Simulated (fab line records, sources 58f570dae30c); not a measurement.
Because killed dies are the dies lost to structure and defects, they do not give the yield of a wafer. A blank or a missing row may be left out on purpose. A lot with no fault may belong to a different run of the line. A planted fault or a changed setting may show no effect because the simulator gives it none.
A sampling plan put to the test | flow berkeleyCmos170 | 31 faults told of in these records, all on one fab line, each judged by the records of the lots it struck
What counts as the plan is the set of the line's own looks, namely the steps on the route at which a gauge or an inspection reads a wafer and does not change it. A look can be judged if struck wafers have a number there and the file gives its usual mean and standard deviation on fault-free wafers. Caught: at a look after the fault's first step, the mean of the struck wafers lies 4 or more of those standard deviations (sigma) from the usual mean. On the tool: the fault's steps, tested the same way using the tool's own readings. Also counted as caught: the struck wafers showing another recipe, or a record that is empty for them alone.

== THE FAULTS, as the simulator had put them in ==
1. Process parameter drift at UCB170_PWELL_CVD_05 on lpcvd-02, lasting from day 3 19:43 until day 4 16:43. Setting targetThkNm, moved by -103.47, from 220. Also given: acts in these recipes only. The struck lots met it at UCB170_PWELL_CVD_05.
2. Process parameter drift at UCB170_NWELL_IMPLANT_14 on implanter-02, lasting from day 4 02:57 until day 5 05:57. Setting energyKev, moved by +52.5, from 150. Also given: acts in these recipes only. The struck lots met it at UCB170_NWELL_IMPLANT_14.
3. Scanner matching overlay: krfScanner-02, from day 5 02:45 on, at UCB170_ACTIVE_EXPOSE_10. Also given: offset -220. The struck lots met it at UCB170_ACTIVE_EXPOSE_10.
4. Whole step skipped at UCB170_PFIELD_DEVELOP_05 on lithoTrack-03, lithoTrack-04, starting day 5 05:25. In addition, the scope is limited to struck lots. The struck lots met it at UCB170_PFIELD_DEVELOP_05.
5. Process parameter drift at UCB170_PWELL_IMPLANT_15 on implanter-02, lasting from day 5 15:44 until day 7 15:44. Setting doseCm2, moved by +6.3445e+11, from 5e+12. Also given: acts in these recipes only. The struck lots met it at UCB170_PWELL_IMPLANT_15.
6. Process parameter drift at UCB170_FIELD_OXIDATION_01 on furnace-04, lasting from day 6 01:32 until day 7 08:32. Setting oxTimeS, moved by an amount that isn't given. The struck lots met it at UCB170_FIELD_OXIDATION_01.
7. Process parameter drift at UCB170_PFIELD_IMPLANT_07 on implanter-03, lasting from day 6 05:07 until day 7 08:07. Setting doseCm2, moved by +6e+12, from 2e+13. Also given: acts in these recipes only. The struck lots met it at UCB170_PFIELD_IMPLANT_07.
8. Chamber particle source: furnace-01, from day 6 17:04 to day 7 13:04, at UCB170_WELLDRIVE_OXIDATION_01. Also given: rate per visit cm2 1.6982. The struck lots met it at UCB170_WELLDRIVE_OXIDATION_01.
9. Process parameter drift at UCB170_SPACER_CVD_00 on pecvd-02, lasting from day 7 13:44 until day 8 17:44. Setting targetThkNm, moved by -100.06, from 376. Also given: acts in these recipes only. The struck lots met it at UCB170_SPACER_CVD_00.
10. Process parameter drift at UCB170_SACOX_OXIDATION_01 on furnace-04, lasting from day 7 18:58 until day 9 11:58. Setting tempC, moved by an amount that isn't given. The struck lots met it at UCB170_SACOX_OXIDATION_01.
11. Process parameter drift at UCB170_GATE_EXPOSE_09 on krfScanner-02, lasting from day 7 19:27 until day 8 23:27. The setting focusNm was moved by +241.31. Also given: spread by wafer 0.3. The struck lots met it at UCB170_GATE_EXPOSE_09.
12. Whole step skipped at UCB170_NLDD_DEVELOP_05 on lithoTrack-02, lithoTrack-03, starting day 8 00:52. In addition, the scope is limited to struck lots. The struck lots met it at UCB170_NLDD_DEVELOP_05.
13. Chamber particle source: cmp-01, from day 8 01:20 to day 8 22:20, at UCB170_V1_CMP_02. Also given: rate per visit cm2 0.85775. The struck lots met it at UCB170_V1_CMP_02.
14. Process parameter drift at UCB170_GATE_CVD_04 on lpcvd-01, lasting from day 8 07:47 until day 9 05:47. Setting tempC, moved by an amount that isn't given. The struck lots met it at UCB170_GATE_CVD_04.
15. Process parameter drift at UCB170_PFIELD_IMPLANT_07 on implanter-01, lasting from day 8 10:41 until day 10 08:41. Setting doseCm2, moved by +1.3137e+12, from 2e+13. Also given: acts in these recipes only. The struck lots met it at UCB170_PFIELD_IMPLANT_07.
16. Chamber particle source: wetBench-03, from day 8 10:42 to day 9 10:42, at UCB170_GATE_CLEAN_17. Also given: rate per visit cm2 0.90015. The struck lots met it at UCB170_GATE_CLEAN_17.
17. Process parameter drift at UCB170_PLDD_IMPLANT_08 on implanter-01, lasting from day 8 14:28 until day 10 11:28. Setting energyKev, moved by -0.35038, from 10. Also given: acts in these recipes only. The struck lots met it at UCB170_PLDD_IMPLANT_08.
18. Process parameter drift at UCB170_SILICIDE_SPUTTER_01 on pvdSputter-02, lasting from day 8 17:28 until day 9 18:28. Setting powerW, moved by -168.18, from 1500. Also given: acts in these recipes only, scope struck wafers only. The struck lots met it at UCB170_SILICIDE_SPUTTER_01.
19. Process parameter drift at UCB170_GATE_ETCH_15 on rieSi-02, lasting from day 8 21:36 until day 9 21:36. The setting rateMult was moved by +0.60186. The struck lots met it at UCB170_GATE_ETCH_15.
20. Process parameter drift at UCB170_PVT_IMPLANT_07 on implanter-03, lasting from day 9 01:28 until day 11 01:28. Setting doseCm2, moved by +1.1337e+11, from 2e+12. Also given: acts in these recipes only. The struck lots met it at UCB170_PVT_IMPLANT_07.
21. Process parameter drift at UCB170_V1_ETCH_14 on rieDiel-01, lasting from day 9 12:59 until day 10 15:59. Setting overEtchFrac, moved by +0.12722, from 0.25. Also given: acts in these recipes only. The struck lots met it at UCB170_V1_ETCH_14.
22. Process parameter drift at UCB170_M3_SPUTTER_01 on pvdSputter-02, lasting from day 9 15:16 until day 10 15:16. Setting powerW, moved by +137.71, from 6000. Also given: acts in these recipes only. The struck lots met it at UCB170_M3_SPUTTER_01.
23. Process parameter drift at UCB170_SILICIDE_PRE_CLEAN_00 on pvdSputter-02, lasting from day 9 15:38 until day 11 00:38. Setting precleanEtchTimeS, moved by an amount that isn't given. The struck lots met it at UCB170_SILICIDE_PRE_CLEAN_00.
24. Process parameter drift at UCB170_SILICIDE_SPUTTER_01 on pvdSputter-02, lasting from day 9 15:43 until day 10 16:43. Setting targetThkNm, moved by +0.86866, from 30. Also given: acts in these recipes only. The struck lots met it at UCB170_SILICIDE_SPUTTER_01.
25. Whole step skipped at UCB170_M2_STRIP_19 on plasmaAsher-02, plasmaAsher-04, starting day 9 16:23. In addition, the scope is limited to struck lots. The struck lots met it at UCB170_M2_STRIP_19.
26. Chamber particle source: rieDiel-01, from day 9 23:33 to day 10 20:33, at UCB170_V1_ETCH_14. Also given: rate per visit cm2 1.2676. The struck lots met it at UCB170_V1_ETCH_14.
27. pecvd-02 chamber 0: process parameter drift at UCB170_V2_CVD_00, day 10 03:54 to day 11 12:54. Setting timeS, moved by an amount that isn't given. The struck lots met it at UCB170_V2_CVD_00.
28. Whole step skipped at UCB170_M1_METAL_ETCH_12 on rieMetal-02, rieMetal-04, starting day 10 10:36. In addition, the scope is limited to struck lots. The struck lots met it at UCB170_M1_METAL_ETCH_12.
29. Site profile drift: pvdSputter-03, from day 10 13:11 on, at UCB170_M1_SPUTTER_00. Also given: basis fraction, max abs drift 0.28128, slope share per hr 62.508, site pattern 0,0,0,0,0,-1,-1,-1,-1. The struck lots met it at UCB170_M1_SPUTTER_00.
30. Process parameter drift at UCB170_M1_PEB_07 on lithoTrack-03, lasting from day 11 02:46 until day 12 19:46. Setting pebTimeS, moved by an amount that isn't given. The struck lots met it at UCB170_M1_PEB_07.
31. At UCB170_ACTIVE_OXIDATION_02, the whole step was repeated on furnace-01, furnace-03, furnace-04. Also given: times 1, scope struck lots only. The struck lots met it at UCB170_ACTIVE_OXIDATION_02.

== WHAT THE PLAN SAW ==
fault | on the tool itself                               | first look that catches it                      | reading, sigma                                                      | median hours from its first step to that look | hours from the fault's start to the first struck lot there | judged looks passed uncaught
1     | under 2 sigma                                    | UCB170_PWELL_THK_MEAS_06                        | PWELL_NITRIDE_THK -47                                               | 1.9                                           | 6                                                          | 0
2     | beamEnergyKeV +99 or beyond sigma                | UCB170_NWELL_TW_MEAS_16                         | NWELL_TW +6.0                                                       | 0.2                                           | 9                                                          | 0
3     | under 2 sigma                                    | UCB170_ACTIVE_OVL_MEAS_14                       | ACTIVE_OVL -42                                                      | 0.7                                           | 5                                                          | 0
4     | no reading that can be judged                    | no look after it can be judged                  | -                                                                   | -                                             | -                                                          | 0
5     | doseIonsCm2 +99 or beyond sigma                  | UCB170_PWELL_TW_MEAS_17                         | PWELL_TW +6.4                                                       | 0.2                                           | 5                                                          | 0
6     | no reading that can be judged                    | none of the 3 looks that can be judged after it | strongest: FIELD_OXIDE_LEFT_1_THK at UCB170_FIELD_THK_MEAS_90, -3.2 | -                                             | -                                                          | 3
7     | doseIonsCm2 +99 or beyond sigma                  | UCB170_PFIELD_TW_MEAS_09                        | PFIELD_TW +11                                                       | 0.2                                           | 4                                                          | 0
8     | no reading that can be judged                    | not the one look that can be judged after it    | -                                                                   | -                                             | -                                                          | 1
9     | under 2 sigma                                    | UCB170_SPACER_THK_MEAS_01                       | SPACER_TEOS_THK -19                                                 | 0.1                                           | 12                                                         | 0
10    | tubeCenterTempC -99 or beyond sigma              | UCB170_SACOX_THK_MEAS_02                        | SACOX_OXIDE_THK -33                                                 | 1.7                                           | 9                                                          | 0
11    | exposureDoseMJCm2 -10 sigma                      | not the one look that can be judged after it    | strongest: cdNm at UCB170_GATE_CD_MEAS_12, -3.3                     | -                                             | -                                                          | 1
12    | no reading that can be judged                    | no look after it can be judged                  | -                                                                   | -                                             | -                                                          | 0
13    | under 2 sigma                                    | none of the 3 looks that can be judged after it | -                                                                   | -                                             | -                                                          | 3
14    | susceptorTempC -74 sigma                         | UCB170_GATE_THK_MEAS_05                         | GATE_POLY_THK -40                                                   | 1.4                                           | 6                                                          | 0
15    | doseIonsCm2 +54 sigma                            | none of the 2 looks that can be judged after it | strongest: PFIELD_TW at UCB170_PFIELD_TW_MEAS_09, +2.6              | -                                             | -                                                          | 2
16    | no reading that can be judged                    | none of the 2 looks that can be judged after it | -                                                                   | -                                             | -                                                          | 2
17    | beamEnergyKeV -99 or beyond sigma                | no look after it can be judged                  | -                                                                   | -                                             | -                                                          | 0
18    | cathodeDcPowerW -99 or beyond sigma              | UCB170_SILICIDE_RS_MEAS_02                      | SILICIDE_TI_RS +9.7                                                 | 0.0                                           | 4                                                          | 0
19    | under 2 sigma                                    | no look after it can be judged                  | -                                                                   | -                                             | -                                                          | 0
20    | doseIonsCm2 +54 sigma                            | not the one look that can be judged after it    | strongest: PVT_TW at UCB170_PVT_TW_MEAS_09, +2.7                    | -                                             | -                                                          | 1
21    | only faintly: oesProductAu -3.5 sigma            | no look after it can be judged                  | -                                                                   | -                                             | -                                                          | 0
22    | cathodeDcPowerW +99 or beyond sigma              | none of the 4 looks that can be judged after it | strongest: M3_AL_RS at UCB170_M3_RS_MEAS_02, -2.0                   | -                                             | -                                                          | 4
23    | no reading that can be judged                    | no look after it can be judged                  | -                                                                   | -                                             | -                                                          | 0
24    | under 2 sigma                                    | none of the 2 looks that can be judged after it | strongest: SILICIDE_TI_RS at UCB170_SILICIDE_RS_MEAS_02, -2.5       | -                                             | -                                                          | 2
25    | no reading that can be judged                    | not the one look that can be judged after it    | -                                                                   | -                                             | -                                                          | 1
26    | under 2 sigma                                    | not the one look that can be judged after it    | -                                                                   | -                                             | -                                                          | 1
27    | runLengthS +99 or beyond sigma                   | UCB170_V2_THK_MEAS_01                           | V2_TEOS_THK +40                                                     | 0.2                                           | 12                                                         | 0
28    | the tool's record is blank for the struck wafers | no look after it can be judged                  | -                                                                   | -                                             | -                                                          | 0
29    | under 2 sigma                                    | UCB170_M1_RS_MEAS_01                            | M1_AL_RS +15                                                        | 0.1                                           | 4                                                          | 0
30    | heaterPowerTotalW +39 sigma                      | UCB170_M1_CD_MEAS_09                            | cdNm +4.9                                                           | 0.3                                           | 9                                                          | 0
31    | under 2 sigma                                    | UCB170_ACTIVE_THK_MEAS_03                       | ACTIVE_OXIDE_THK +23                                                | 4.0                                           | -                                                          | 0
A dash: the fault is not caught, or the number is missing from these records.

Caught at a look: 13 of 31. Caught on the tool: 14 of 31. By one or the other: 19 of 31.
Faults 11, 15, 17, 20, 22, 28 were caught on the tool alone.
Caught at a look alone: faults 1, 3, 9, 29, 31.
Caught by neither: faults 4, 6, 8, 12, 13, 16, 19, 21, 23, 24, 25, 26.

== THINNER SAMPLING ==
If the look that catches a fault measured only every second or every third lot, by lot number, the first struck lot would be measured this late in the worst case:
fault | struck lots at that look, in order of time | every lot | every second lot | every third lot
1     | L833, L835                                 | 6 h       | may miss all 2   | may miss all 2
2     | L294, L296                                 | 9 h       | may miss all 2   | may miss all 2
3     | L128, L130, L131                           | 5 h       | 28 h             | may miss all 3
5     | L142, L143                                 | 5 h       | 12 h             | may miss all 2
7     | L246, L247, L249                           | 4 h       | 13 h             | may miss all 3
9     | L175, L176                                 | 12 h      | 21 h             | may miss all 2
10    | L800, L804, L805                           | 9 h       | 29 h             | 29 h
14    | L549, L552, L551, L553                     | 6 h       | 19 h             | 19 h
18    | L570                                       | 4 h       | may miss it      | may miss it
27    | L863, L865                                 | 12 h      | may miss all 2   | may miss all 2
29    | L547, L550                                 | 4 h       | 28 h             | may miss all 2
30    | L475, L478                                 | 9 h       | 16 h             | may miss all 2
Hours: fault start to first struck lot measured. 4 sigma limit: tested on the pooled struck wafers, so a lone lot may be under it. Other struck lots may not be in these records.

== THE LONGEST TIMED WAY FROM STEP TO LOOK ==
In fault 31, a median of 4.0 hours elapses between UCB170_ACTIVE_OXIDATION_02 and UCB170_ACTIVE_THK_MEAS_03. No look between them can be judged.
